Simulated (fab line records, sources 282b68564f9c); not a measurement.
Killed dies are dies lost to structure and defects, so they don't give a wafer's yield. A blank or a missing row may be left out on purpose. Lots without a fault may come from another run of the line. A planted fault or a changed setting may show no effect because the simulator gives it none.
Which tool did it? | flow rit_cmos | 15 lots, 45 wafers sampled, at 4 steps of a route of 202

WHAT THE GAUGES READ, wafer by wafer
RIT_NWELL_OVL_MEAS_06.
lot  | measured    | on         | NWELL_OVL (nm)
L320 | day 2 08:34 | overlay-01 | 1.7 2.7 2.5
L321 | day 2 14:02 | overlay-02 | -0.5 0.5 -0.6
L323 | day 2 23:16 | overlay-01 | -0.7 -0.2 1.0
L324 | day 3 03:23 | overlay-01 | 2.1 2.0 2.9
L325 | day 3 12:30 | overlay-02 | -3.0 -2.2 -0.9
L326 | day 3 15:31 | overlay-02 | 0.5 -0.6 -0.7
L328 | day 4 00:43 | overlay-01 | 1.5 2.3 2.8
L330 | day 4 09:04 | overlay-01 | 1.6 2.9 2.6
L332 | day 4 19:53 | overlay-01 | -1.2 0.1 1.4
L334 | day 5 06:27 | overlay-02 | 1.7 1.0 0.5
L335 | day 5 12:13 | overlay-01 | -0.4 -0.6 -0.1
L336 | day 5 16:55 | overlay-02 | -0.4 1.5 1.5
L337 | day 5 23:49 | overlay-02 | -0.7 -1.1 -1.4
L340 | day 6 11:37 | overlay-02 | -1.0 1.0 -0.9
L341 | day 6 18:46 | overlay-02 | 1.9 0.0 1.1

RIT_PWELL_TW_MEAS_10.
lot  | measured    | on            | PWELL_TW
L320 | day 2 10:43 | film_metro-02 | 950 949 943
L321 | day 2 16:12 | film_metro-03 | 955 951 953
L323 | day 3 01:33 | film_metro-03 | 942 942 941
L324 | day 3 05:41 | film_metro-01 | 947 945 949
L325 | day 3 14:47 | film_metro-02 | 963 953 957
L326 | day 3 17:48 | film_metro-02 | 954 960 956
L328 | day 4 03:11 | film_metro-02 | 952 959 961
L330 | day 4 11:28 | film_metro-01 | 951 945 948
L332 | day 4 22:03 | film_metro-01 | 951 950 957
L334 | day 5 08:44 | film_metro-03 | 954 950 951
L335 | day 5 14:31 | film_metro-01 | 950 951 951
L336 | day 5 19:05 | film_metro-03 | 948 942 948
L337 | day 6 02:07 | film_metro-03 | 944 940 949
L340 | day 6 13:47 | film_metro-03 | 948 949 950
L341 | day 6 20:59 | film_metro-01 | 941 945 948

RIT_PRETRO_OVL_MEAS_06.
lot  | measured    | on         | PRETRO_OVL (nm)
L320 | day 2 20:19 | overlay-01 | -0.8 1.0 1.3
L321 | day 3 01:33 | overlay-02 | 0.8 -1.5 -1.4
L323 | day 3 09:37 | overlay-02 | 0.0 -1.4 1.2
L324 | day 3 13:35 | overlay-01 | 1.0 -0.9 0.7
L325 | day 3 23:49 | overlay-01 | -2.1 0.8 -0.2
L326 | day 4 04:26 | overlay-02 | 0.4 0.2 -1.4
L328 | day 4 11:14 | overlay-02 | -0.3 -0.6 -1.4
L330 | day 4 20:10 | overlay-02 | -0.1 3.0 0.7
L332 | day 5 06:07 | overlay-01 | 0.5 0.1 0.5
L334 | day 5 16:58 | overlay-01 | -0.7 -1.0 -2.2
L335 | day 5 22:20 | overlay-02 | - - -
L336 | day 6 03:04 | overlay-02 | - - -
L337 | day 6 10:13 | overlay-02 | - - -
L340 | day 6 21:43 | overlay-01 | -1.9 -2.3 -2.2
L341 | day 7 05:46 | overlay-02 | 0.0 0.1 1.4

WHICH TOOL RAN EACH LOT (tool, then ch and the chambers of the sampled wafers, then the start)
lot  | RIT_PRETRO_EXPOSE_03
L320 | iline_stepper-02 ch 0, day 2 19:53
L321 | iline_stepper-01 ch 0, day 3 01:08
L323 | iline_stepper-01 ch 0, day 3 09:11
L324 | iline_stepper-01 ch 0, day 3 13:11
L325 | iline_stepper-02 ch 0, day 3 23:23
L326 | iline_stepper-01 ch 0, day 4 04:02
L328 | iline_stepper-02 ch 0, day 4 10:51
L330 | iline_stepper-01 ch 0, day 4 19:44
L332 | iline_stepper-01 ch 0, day 5 05:41
L334 | iline_stepper-02 ch 0, day 5 16:32
L335 | iline_stepper-02, day 5 21:55
L336 | iline_stepper-02, day 6 02:38
L337 | iline_stepper-02, day 6 09:40
L340 | iline_stepper-02 ch 0, day 6 21:17
L341 | iline_stepper-02 ch 0, day 7 05:22
- RIT_PRETRO_EXPOSE_03: exposes mask M5, target cd 43700 nm.

WHAT THE TOOLS THEMSELVES READ (means of the sampled wafers that have a number; where no wafer has one, the mark that the record gives instead)
RIT_PRETRO_EXPOSE_03.
lot  | tool             | exposure_dose_mJ_cm2 | focus_offset_nm (nm)
L320 | iline_stepper-02 | 250.11               | 0.3
L321 | iline_stepper-01 | 249.97               | -0.6
L323 | iline_stepper-01 | 250.09               | 0.8
L324 | iline_stepper-01 | 249.81               | -0.6
L325 | iline_stepper-02 | 249.88               | 0.2
L326 | iline_stepper-01 | 250.15               | 0.9
L328 | iline_stepper-02 | 250.01               | 0.1
L330 | iline_stepper-01 | 250.23               | -0.3
L332 | iline_stepper-01 | 249.69               | -0.7
L334 | iline_stepper-02 | 250.08               | -0.6
L335 | iline_stepper-02 | -                    | -
L336 | iline_stepper-02 | -                    | -
L337 | iline_stepper-02 | -                    | -
L340 | iline_stepper-02 | 250.01               | -0.1
L341 | iline_stepper-02 | 250.05               | 0.0

THE ANSWER, worked out from the rows above alone
Rule: what is usual is taken from the lots themselves. Put in order of their means at a reading, lots are off if they are a third of the lots or fewer, leave a main group of 4 or more, and stand apart from it by a gap of 3 or more times the standard deviation of the main group's means; of several such gaps the widest counts. A main group whose means are all the same, to the digits that the tables above print for the reading, isn't used. A lot without any number at a reading at which 4 lots or more have one is off too. The other lots that the step has rows for count as sound. The gauges are gone through in route order, then the tools' own readings, and for those a lot's mean is taken as printed above. The first step at which some lot is off is used, and at that step the reading that is off furthest; a lot without a number counts as furthest.
Off: L335, L336, L337, at RIT_PRETRO_OVL_MEAS_06 (PRETRO_OVL). Without a number there: L335, L336, L337. The main group: mean -0.2 nm, standard deviation 0.87.
A tool fits if, at a process step before that reading, it ran every lot that is off, and no sound lot after the first of them. The gauges at RIT_PRETRO_OVL_MEAS_06 aren't tried: what is off there is off at RIT_PRETRO_EXPOSE_03 too, on other tools, and a gauge's error can't cause that. None of those tried fits.

WHAT THE SIMULATOR HAD PUT IN
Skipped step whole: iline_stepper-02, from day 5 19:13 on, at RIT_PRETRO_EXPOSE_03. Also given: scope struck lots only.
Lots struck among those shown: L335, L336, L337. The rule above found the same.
